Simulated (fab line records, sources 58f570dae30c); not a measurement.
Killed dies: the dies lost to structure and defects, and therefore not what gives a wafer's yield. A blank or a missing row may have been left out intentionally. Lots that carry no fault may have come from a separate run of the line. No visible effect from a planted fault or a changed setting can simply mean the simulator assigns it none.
Shared-tool check ; flow berkeley_cmos170 ; 48 wafers sampled across 14 lots

WHY IT WAS OPENED
UCB170_SDANNEAL_RS_MEAS_04, reading PLDD_RS: flagged on 2 of 14 lots. Wafers without a fault read 1031.5 ohm/sq, standard deviation 2.5.
Rule: a lot is flagged in two cases, either no wafer of it has a number, or all its wafers with numbers fall more than 4 standard deviations from that mean. As for the other lots, they are considered sound.

lot;measured;on;PLDD_RS (ohm/sq), wafer by wafer;flag
L532;day 8 11:10;film_metro-02;1031.2 1033.2 1034.5;
L535;day 8 18:48;film_metro-04;1031.0 1032.3 1032.5;
L533;day 8 19:33;film_metro-02;1026.7 1030.8 1031.3;
L534;day 8 20:07;film_metro-03;1032.8 1032.6 1034.2;
L540;day 9 18:07;film_metro-04;1030.8 1031.7 1029.9;
L541;day 10 03:31;film_metro-03;1033.4 1035.3 1032.3;
L542;day 10 04:10;film_metro-04;1027.7 1031.6 1027.0;
L543;day 10 04:30;film_metro-02;1033.0 1036.0 1033.5;
L544;day 10 20:22;film_metro-04;1033.2 1032.1 1034.6;
L548;day 11 18:10;film_metro-04;1032.6 1034.4 1034.3;
L551;day 11 18:56;film_metro-03;1029.8 1032.4 1031.1;
L552;day 12 15:07;film_metro-04;1109.8 1107.4 1108.5 1105.7 1106.3 1108.9;FLAGGED
L553;day 12 15:52;film_metro-03;1109.9 1109.9 1111.8 1110.9 1107.9 1108.4;FLAGGED
L554;day 13 08:10;film_metro-02;1033.4 1031.3 1033.5;
On average the flagged lots' numbers are 1108.8 ohm/sq, which is +77.3 ohm/sq against the usual, or +31 standard deviations.

WHICH TOOL EACH LOT WENT THROUGH
The record keeps 1 process step preceding the reading, out of 331 steps on the route. Cell contents, in order: the tool; ch with the chambers the sampled wafers went through; the start.
lot;flag;UCB170_SPACER_ANNEAL_02
L532;;furnace-02 ch 0, day 8 05:23
L535;;furnace-04 ch 0, day 8 10:34
L533;;furnace-04 ch 0, day 8 10:34
L534;;furnace-04 ch 0, day 8 10:34
L540;;furnace-04 ch 0, day 9 10:58
L541;;furnace-04 ch 0, day 9 20:29
L542;;furnace-04 ch 0, day 9 20:29
L543;;furnace-04 ch 0, day 9 20:29
L544;;furnace-04 ch 0, day 10 13:07
L548;;furnace-02 ch 0, day 11 10:58
L551;;furnace-02 ch 0, day 11 10:58
L552;FLAGGED;furnace-02 ch 0, day 12 07:40
L553;FLAGGED;furnace-02 ch 0, day 12 07:40
L554;;furnace-01 ch 0, day 12 23:37
What these steps do:
- UCB170_SPACER_ANNEAL_02: time 1800 s.
- UCB170_SDANNEAL_RS_MEAS_04: measures by four-point-probe.

FLAGGED OVER TOTAL, TOOL BY TOOL (the gauges that took the reading come last)
step;tool;lots run;flagged;share of the flagged lots;sound lots run after its first flagged lot
UCB170_SPACER_ANNEAL_02;furnace-01;1;0;none;-
UCB170_SPACER_ANNEAL_02;furnace-02;5;2;all;0
UCB170_SPACER_ANNEAL_02;furnace-04;8;0;none;-
UCB170_SDANNEAL_RS_MEAS_04;film_metro-02;4;0;none;-
UCB170_SDANNEAL_RS_MEAS_04;film_metro-03;4;1;some;0
UCB170_SDANNEAL_RS_MEAS_04;film_metro-04;6;1;some;0

WHAT IS ALLOWED BY THE TABLE
Rows of the table that ran each flagged lot: 1, that is furnace-02 at UCB170_SPACER_ANNEAL_02.
- furnace-02 at UCB170_SPACER_ANNEAL_02 ran 5 lots, 2 of them flagged. Last sound lot L548 at day 11 10:58, first flagged lot L552 at day 12 07:40; a fault beginning in between fits. Its own readings (spike_tc_centre_C, spike_tc_load_C, spike_tc_source_C) fall more than 4 standard deviations out on all wafers of the flagged lots.
Just one tool remains: furnace-02 at UCB170_SPACER_ANNEAL_02.

WHAT HAD BEEN PUT IN BY THE SIMULATOR
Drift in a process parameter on furnace-02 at UCB170_SPACER_ANNEAL_02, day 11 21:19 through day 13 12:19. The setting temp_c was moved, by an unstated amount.
Lots struck among those shown: L552, L553. Same finding as the rule above.
